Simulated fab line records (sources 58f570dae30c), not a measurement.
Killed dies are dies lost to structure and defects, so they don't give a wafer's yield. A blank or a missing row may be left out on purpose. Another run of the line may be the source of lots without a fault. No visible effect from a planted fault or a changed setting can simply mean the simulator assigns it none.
Chamber matching | flow berkeley_cmos170 | 3 sister chambers for UCB170_SPACER_CVD_00 on pecvd-02
The step deposits SiO2 from TEOS/O2, target thk 376 nm, time 47 s. 14 wafers are shown with their chamber, then 7 later ones without.

## WAFERS WITH THEIR CHAMBER
wafer  | chamber | heater_power_w (W) | rf_fwd_power_W (W)
L841.1 | 2       | 247                | 542.0
L841.2 | 1       | 295                | 541.4
L841.4 | 2       | 264                | 539.8
L844.1 | 0       | 310                | 546.1
L844.2 | 1       | 260                | 540.1
L844.4 | 0       | 318                | 545.7
L848.2 | 0       | 362                | 544.7
L848.3 | 1       | 254                | 543.2
L848.6 | 2       | 288                | 540.0
L850.2 | 2       | 300                | 540.3
L850.3 | 1       | 274                | 542.3
L850.6 | 0       | 362                | 545.9
L854.1 | 2       | 218                | 541.3
L854.3 | 0       | 351                | 540.7

SIGNATURES (averages over the wafers above)
reading        | chamber 0 | chamber 1 | chamber 2 | scatter within a chamber
heater_power_w | 340.60    | 270.75    | 263.40    | 26.5
rf_fwd_power_W | 544.620   | 541.750   | 540.680   | 1.63
Rule: for each reading, subtract the chamber's mean from the wafer's reading, divide by that reading's scatter and square the result; add these up over the readings and take the root, which gives the wafer's distance from the chamber. The wafer belongs to the nearest chamber; if the next one is less than 2 further off, it can't be placed. The scatter is the square root of a quotient: the sum, over the shown wafers, of each reading's squared deviation from its chamber's mean, divided by wafers minus chambers.

## WAFERS WITH NO CHAMBER GIVEN
wafer  | heater_power_w (W) | rf_fwd_power_W (W)
L854.6 | 365                | 543.4
L851.1 | 289                | 540.4
L851.4 | 258                | 542.2
L851.6 | 317                | 543.2
L860.2 | 286                | 541.5
L860.4 | 280                | 542.9
L860.5 | 281                | 542.3

## EACH ONE'S CHAMBER
wafer  | from the rows above          | in truth
L854.6 | 0                            | 0
L851.1 | can't be placed: 2 or 1      | 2
L851.4 | can't be placed: 1 or 2      | 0
L851.6 | can't be placed: 0 or 1 or 2 | 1
L860.2 | can't be placed: 1 or 2      | 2
L860.4 | can't be placed: 1 or 2 or 0 | 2
L860.5 | can't be placed: 1 or 2      | 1
Correct placement for 1 of the 7. These rows do not allow placing 6 (true chamber among the candidates in 5). Wrongly placed: 0.
